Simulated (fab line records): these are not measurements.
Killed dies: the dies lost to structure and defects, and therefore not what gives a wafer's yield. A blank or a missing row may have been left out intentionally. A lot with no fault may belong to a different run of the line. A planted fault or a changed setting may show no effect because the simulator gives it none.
Which of the tools did it? + flow berkeley cmos170 + Sampling: 7 lots, 21 wafers, 3 of 331 route steps

== WHAT EACH GAUGE READ, for each wafer ==
UCB170_M2_THK_MEAS_03: measures by xrf.
| lot  | measured     | on            | M2_AL_THK (nm) |
|------|--------------|---------------|----------------|
| L297 | day 8 06:31  | film metro-01 | 884 887 901    |
| L298 | day 8 16:03  | film metro-02 | 884 876 884    |
| L299 | day 8 17:17  | film metro-01 | 889 888 873    |
| L303 | day 9 12:26  | film metro-01 | 881 894 904    |
| L304 | day 10 00:11 | film metro-01 | 875 876 883    |
| L314 | day 11 19:21 | film metro-02 | 886 902 893    |
| L315 | day 12 13:07 | film metro-04 | 900 913 896    |

== WHAT TOOL EACH LOT RAN ON (gives the tool, then ch and the chambers of the sampled wafers, and finally the start) ==
| lot  | UCB170_NSD_IMPLANT_08           | UCB170_SDANNEAL_RTA_01           |
|------|---------------------------------|----------------------------------|
| L297 | implanter-03 ch 0, day 7 13:44  | rtp anneal-02 ch 0, day 7 15:14  |
| L298 | implanter-03 ch 0, day 7 20:20  | rtp anneal-01 ch 0, day 7 22:07  |
| L299 | implanter-02 ch 0, day 7 20:34  | rtp anneal-02 ch 0, day 7 22:23  |
| L303 | implanter-02 ch 0, day 8 19:38  | rtp anneal-02 ch 0, day 8 21:08  |
| L304 | implanter-03 ch 0, day 9 06:00  | rtp anneal-01 ch 0, day 9 08:56  |
| L314 | implanter-02 ch 0, day 10 23:22 | rtp anneal-02 ch 0, day 11 00:39 |
| L315 | implanter-03 ch 0, day 11 19:20 | rtp anneal-02 ch 0, day 11 21:01 |
- UCB170_NSD_IMPLANT_08
- UCB170_SDANNEAL_RTA_01: time 5 s.

== THE ANSWER, worked out from the rows above alone ==
Rule: usual is defined by the lots themselves. The widest of any qualifying gaps counts: lots, ordered by their means at a reading, are off when they make up no more than a third of the lots, leave a main group of 4 or more, and stand apart from it by 3 or more times the standard deviation of that group's means. If all means in a main group match to the digits the tables above print for the reading, that group is not used. A lot without any number at a reading at which 4 lots or more have one is off too. Where the step has rows for the other lots, those lots are counted as sound.
No lot is off on any of the readings shown, so nothing can be concluded from this.

== WHAT THE SIMULATOR PUT IN ==
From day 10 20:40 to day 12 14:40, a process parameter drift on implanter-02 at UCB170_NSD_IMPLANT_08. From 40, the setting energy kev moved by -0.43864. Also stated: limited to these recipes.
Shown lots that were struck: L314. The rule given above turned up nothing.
